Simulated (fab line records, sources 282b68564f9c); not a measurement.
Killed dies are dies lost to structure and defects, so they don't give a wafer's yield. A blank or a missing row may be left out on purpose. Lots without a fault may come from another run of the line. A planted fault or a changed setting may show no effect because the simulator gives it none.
A struck lot beside a sound one | flow rit_cmos | 27 steps out of a route of 202
Sound: wafers L398.2, L398.3, L398.5. Struck: wafers L407.2, L407.3, L407.4. The cause comes at the end.
At each step with rows: each side's tool, then ch and its chambers, then its first start. Under that, the readings that differ: sound wafers | struck wafers | difference of the means | sigmas: that difference in standard deviations of wafers without a fault.
alike: readings whose means differ by less than 2 such deviations, and words and numbers that are the same on both sides. not compared: withheld readings, readings that some wafer has no value for, bounds like >300 that may hide the same value, and numbers for which the record gives no deviation and whose values overlap.
The two part at a step that has a row with sigmas, a row that says differs or no value, or rows on one side only. Numbers that don't overlap but have no deviation are shown without sigmas and don't part them. A reading that every wafer of one side lacks parts them only if that side has two wafers or more.

first, 4 steps without rows for these wafers: RIT_CONTACT_SOFTBAKE_04 (time 60 s); RIT_CONTACT_EXPOSE_05 (exposes mask M11, target cd 1000 nm); RIT_CONTACT_PEB_06; RIT_CONTACT_DEVELOP_07 (develop time 120 s).
RIT_CONTACT_CD_MEAS_08: target cd 1000 nm.
  sound on cd_sem-02, day 4 14:23; struck on cd_sem-01, day 6 12:04
  alike: cd_nm
RIT_CONTACT_OVL_MEAS_09:
  sound on overlay-02, day 4 14:29; struck on overlay-02, day 6 12:10
  alike: CONTACT_OVL
then, 1 step without rows for these wafers: RIT_CONTACT_HARDBAKE_10 (time 60 s).
RIT_CONTACT_ETCH_11: etches SiO2 in CHF3/CF4/Ar, stops on TiSi2, target depth 480 nm, time 320 s.
  sound on rie_diel-04 ch 0,2,3, day 4 14:46; struck on rie_diel-01 ch 0,2,3, day 6 12:33
  alike: drypump_motor_current_A, oes_product_au, throttle_valve_pct
  not compared: rf_hours_counter_h
RIT_CONTACT_STRIP_12: strips in O2, time 180 s.
  sound on plasma_asher-01 ch 0,1, day 4 14:57; struck on plasma_asher-02 ch 0,1, day 6 12:44
  alike: drypump_motor_current_A
  not compared: rf_hours_counter_h
RIT_CONTACT_CD_MEAS_90: target cd 1000 nm.
  sound on cd_sem-02, day 4 15:09; struck on cd_sem-02, day 6 12:56
  alike: cd_nm
then, 2 steps without rows for these wafers: RIT_CONTACT_CLEAN_13 (cleans in SC1, time 600 s); RIT_CONTACT_CLEAN_14 (cleans in SC2, time 600 s).
RIT_M1_SPUTTER_00: material Al, target thk 400 nm, time 500 s.
  sound on pvd_sputter-04, day 4 15:38; struck on pvd_sputter-01, day 6 13:24
  alike: chamber_pressure_pa, throttle_valve_pct
RIT_M1_RS_MEAS_01: measures by four-point-probe.
  sound on film_metro-03, day 4 15:56; struck on film_metro-03, day 6 13:43
  reading           | sound                | struck               | difference | sigmas
  M1_AL_RS (ohm/sq) | 0.0729 0.0728 0.0729 | 0.0905 0.0905 0.0911 | +0.0178    | +23
RIT_M1_THK_MEAS_02: measures by xrf.
  sound on film_metro-03, day 4 16:03; struck on film_metro-03, day 6 13:50
  reading        | sound       | struck      | difference | sigmas
  M1_AL_THK (nm) | 401 402 400 | 340 338 334 | -64        | -13
then, 6 steps without rows for these wafers: RIT_M1_HMDS_03 (prime time 60 s); RIT_M1_COAT_04 (resist thk 1300 nm); RIT_M1_SOFTBAKE_05 (time 60 s); RIT_M1_EXPOSE_06 (exposes mask M12, target cd 2600 nm); RIT_M1_PEB_07; RIT_M1_DEVELOP_08 (develop time 68 s).
RIT_M1_CD_MEAS_09: target cd 2600 nm.
  sound on cd_sem-02, day 4 17:00; struck on cd_sem-02, day 6 14:58
  alike: cd_nm
RIT_M1_OVL_MEAS_10:
  sound on overlay-01, day 4 17:07; struck on overlay-01, day 6 15:05
  alike: M1_OVL
then, 1 step without rows for these wafers: RIT_M1_HARDBAKE_11 (time 120 s).
RIT_M1_METAL_ETCH_12: etches Al in Cl2/BCl3, stops on SiO2, time 165 s, target depth 600 nm.
  sound on rie_metal-03 ch 0,1, day 4 17:23; struck on rie_metal-03 ch 0,1, day 6 15:22
  reading               | sound             | struck            | difference | sigmas
  oes_product_au (a.u.) | 0.764 0.791 0.778 | 0.710 0.724 0.698 | -0.067     | -6
  alike: drypump_motor_current_A, he_backside_leak_sccm, mfc_cl2_sccm, throttle_valve_pct
  not compared: rf_hours_counter_h
then, 1 step without rows for these wafers: RIT_M1_STRIP_13 (strips in nmp, time 600 s).
RIT_M1_PROBE_99:
  sound on prober-02, day 4 19:43; struck on prober-02, day 6 17:40
  reading                             | sound             | struck            | difference | sigmas
  model.etest.pmos_turned.r_on_ohm_um | 3500 3490 3597    | 3720 3654 3708    | +165       |
  model.etest.nmos_turned.drive_ua_um | 334.7 337.2 322.8 | 296.7 299.5 293.9 | -34.9      |
  model.etest.pmos_turned.drive_ua_um | 189.8 188.9 182   | 171.1 175.7 172   | -14.0      |
  alike: killed_at_M0_to_M3, killed_at_front_end, killed_dies, killed_open, killed_short
  not compared: model.etest.poly_comb_over_steps.leak_log10_a_um, model.etest.nmos_0p15.tox_inv_nm

WHERE THEY PART
First at RIT_M1_RS_MEAS_01; last, within this record, at RIT_M1_METAL_ETCH_12. Later steps at which nothing parts them and some readings are alike: RIT_M1_PROBE_99.

WHY: what the simulator had put in
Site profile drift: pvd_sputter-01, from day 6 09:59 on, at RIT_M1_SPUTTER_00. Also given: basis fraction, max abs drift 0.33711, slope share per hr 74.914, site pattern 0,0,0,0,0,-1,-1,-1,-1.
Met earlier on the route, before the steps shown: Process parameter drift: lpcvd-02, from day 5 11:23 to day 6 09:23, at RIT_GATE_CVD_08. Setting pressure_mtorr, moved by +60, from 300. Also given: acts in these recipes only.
